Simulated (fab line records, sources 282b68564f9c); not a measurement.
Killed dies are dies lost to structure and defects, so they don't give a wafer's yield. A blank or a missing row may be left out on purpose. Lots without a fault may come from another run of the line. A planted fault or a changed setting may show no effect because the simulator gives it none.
Which tool did it? | flow rit_cmos | 14 lots, 42 wafers sampled, at 4 steps of a route of 202

WHAT THE GAUGES READ, wafer by wafer
RIT_SDANNEAL_RS_MEAS_04: measures by four-point-probe. Usual: PSD_RS 114.9 ohm/sq, standard deviation 0.31.
lot  | measured    | on            | PSD_RS (ohm/sq)   | flag
L347 | day 3 02:15 | film_metro-02 | 114.9 114.4 114.7 |
L349 | day 3 13:44 | film_metro-02 | 114.8 114.8 114.8 |
L350 | day 3 18:32 | film_metro-04 | 114.3 114.1 114.2 |
L351 | day 3 22:41 | film_metro-03 | 115.3 115.2 115.2 |
L352 | day 4 03:43 | film_metro-02 | 115.4 115.1 114.9 |
L353 | day 4 07:13 | film_metro-03 | 115.1 115.3 115.0 |
L355 | day 4 18:50 | film_metro-03 | 114.9 114.9 114.6 |
L356 | day 4 23:03 | film_metro-02 | 114.6 114.5 114.8 |
L357 | day 5 03:19 | film_metro-03 | 114.9 115.1 115.1 |
L358 | day 5 08:34 | film_metro-02 | 115.1 115.1 115.1 |
L359 | day 5 13:59 | film_metro-03 | 115.1 114.9 114.6 |
L361 | day 6 02:13 | film_metro-04 | 92.8 92.9 92.8    | OFF
L363 | day 6 09:37 | film_metro-02 | 93.6 93.7 93.6    | OFF
L370 | day 7 21:14 | film_metro-04 | 114.7 114.7 114.6 |

RIT_SDANNEAL_RS_MEAS_05: measures by four-point-probe. Usual: NSD_RS 84.52 ohm/sq, standard deviation 0.27.
lot  | measured    | on            | NSD_RS (ohm/sq)   | flag
L347 | day 3 02:22 | film_metro-02 | 84.31 84.47 84.04 |
L349 | day 3 13:52 | film_metro-02 | 85.02 84.97 84.73 |
L350 | day 3 18:39 | film_metro-04 | 84.86 84.82 84.67 |
L351 | day 3 22:48 | film_metro-03 | 84.13 84.54 84.43 |
L352 | day 4 03:50 | film_metro-02 | 84.62 84.47 84.59 |
L353 | day 4 07:20 | film_metro-03 | 84.35 84.28 84.21 |
L355 | day 4 18:57 | film_metro-03 | 84.47 84.59 84.64 |
L356 | day 4 23:10 | film_metro-02 | 84.36 83.83 84.05 |
L357 | day 5 03:26 | film_metro-03 | 84.72 84.70 84.79 |
L358 | day 5 08:41 | film_metro-02 | 84.51 84.56 84.66 |
L359 | day 5 14:06 | film_metro-03 | 84.74 84.63 84.85 |
L361 | day 6 02:20 | film_metro-04 | 83.14 83.42 83.43 | OFF
L363 | day 6 09:44 | film_metro-02 | 83.28 83.48 83.37 | OFF
L370 | day 7 21:22 | film_metro-04 | 84.14 84.34 84.25 |

RIT_SDANNEAL_RS_MEAS_06: measures by four-point-probe. Usual: PLDD_RS 179.2 ohm/sq, standard deviation 0.5.
lot  | measured    | on            | PLDD_RS (ohm/sq)  | flag
L347 | day 3 02:29 | film_metro-02 | 179.1 179.1 179.5 |
L349 | day 3 13:59 | film_metro-02 | 178.8 178.9 179.9 |
L350 | day 3 18:46 | film_metro-04 | 179.7 178.6 178.7 |
L351 | day 3 22:55 | film_metro-03 | 180.0 179.7 179.8 |
L352 | day 4 03:57 | film_metro-02 | 179.9 179.7 179.6 |
L353 | day 4 07:28 | film_metro-03 | 179.6 179.9 179.1 |
L355 | day 4 19:04 | film_metro-03 | 179.8 179.8 179.6 |
L356 | day 4 23:17 | film_metro-02 | 178.9 178.4 179.4 |
L357 | day 5 03:34 | film_metro-03 | 179.0 179.1 179.5 |
L358 | day 5 08:49 | film_metro-02 | 178.8 179.6 179.8 |
L359 | day 5 14:13 | film_metro-03 | 179.5 179.6 179.5 |
L361 | day 6 02:28 | film_metro-04 | 159.6 159.2 159.3 | OFF
L363 | day 6 09:52 | film_metro-02 | 160.7 160.0 160.4 | OFF
L370 | day 7 21:29 | film_metro-04 | 180.2 179.9 180.3 |

WHICH TOOL RAN EACH LOT (tool, then ch and the chambers of the sampled wafers, then the start)
lot  | RIT_SDANNEAL_RTA_03
L347 | rtp_anneal-02 ch 0, day 3 02:10
L349 | rtp_anneal-02 ch 0, day 3 13:41
L350 | rtp_anneal-01 ch 0, day 3 18:28
L351 | rtp_anneal-02 ch 0, day 3 22:37
L352 | rtp_anneal-01 ch 0, day 4 03:38
L353 | rtp_anneal-02 ch 0, day 4 07:10
L355 | rtp_anneal-02 ch 0, day 4 18:46
L356 | rtp_anneal-01 ch 0, day 4 22:59
L357 | rtp_anneal-02 ch 0, day 5 03:12
L358 | rtp_anneal-01 ch 0, day 5 08:31
L359 | rtp_anneal-02 ch 0, day 5 13:52
L361 | rtp_anneal-02 ch 0, day 6 02:08
L363 | rtp_anneal-02 ch 0, day 6 09:32
L370 | rtp_anneal-01 ch 0, day 7 21:09
- RIT_SDANNEAL_RTA_03: time 5 s.

WHAT THE TOOLS THEMSELVES READ (means of the sampled wafers that have a number; where no wafer has one, the mark that the record gives instead)
RIT_SDANNEAL_RTA_03. Usual: wafer_temp_C_max 1053.3, standard deviation 1.1.
lot  | tool          | wafer_temp_C_max | flag
L347 | rtp_anneal-02 | 1054.3           |
L349 | rtp_anneal-02 | 1053.8           |
L350 | rtp_anneal-01 | 1053.8           |
L351 | rtp_anneal-02 | 1053.4           |
L352 | rtp_anneal-01 | 1053.7           |
L353 | rtp_anneal-02 | 1054.1           |
L355 | rtp_anneal-02 | 1052.0           |
L356 | rtp_anneal-01 | 1052.2           |
L357 | rtp_anneal-02 | 1052.8           |
L358 | rtp_anneal-01 | 1054.0           |
L359 | rtp_anneal-02 | 1052.8           |
L361 | rtp_anneal-02 | 1085.8           | OFF
L363 | rtp_anneal-02 | 1086.3           | OFF
L370 | rtp_anneal-01 | 1052.8           |

THE ANSWER, worked out from the rows above alone
Rule: a lot is off if the mean of its wafers that have a number lies more than 3 standard deviations from the usual mean. A lot without any number at a reading at which 4 lots or more have one is off too. The other lots that the step has rows for count as sound. The gauges are gone through in route order, then the tools' own readings, and for those a lot's mean is taken as printed above. The first step at which some lot is off is used, and at that step the reading that is off furthest; a lot without a number counts as furthest.
Off: L361, L363, at RIT_SDANNEAL_RS_MEAS_04 (PSD_RS).
A tool fits if, at a process step before that reading, it ran every lot that is off, and no sound lot after the first of them. The gauges at RIT_SDANNEAL_RS_MEAS_04 aren't tried: what is off there is off at RIT_SDANNEAL_RTA_03 too, on other tools, and a gauge's error can't cause that. One fits: rtp_anneal-02 at RIT_SDANNEAL_RTA_03. Its last sound lot is L359 (day 5 13:52), its first lot that is off L361 (day 6 02:08): a fault that began between those two fits.
The tool's own readings at RIT_SDANNEAL_RTA_03 bear it out: on the lots that are off they differ by more than 5 times the standard deviation of the sound lots' means. wafer_temp_C_max reads 1086.0 there against 1053.3 on the sound lots.

WHAT THE SIMULATOR HAD PUT IN
Process parameter drift: rtp_anneal-02, from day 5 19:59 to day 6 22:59, at RIT_SDANNEAL_RTA_03. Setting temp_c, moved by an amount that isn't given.
Lots struck among those shown: L361, L363. The rule above found the same.
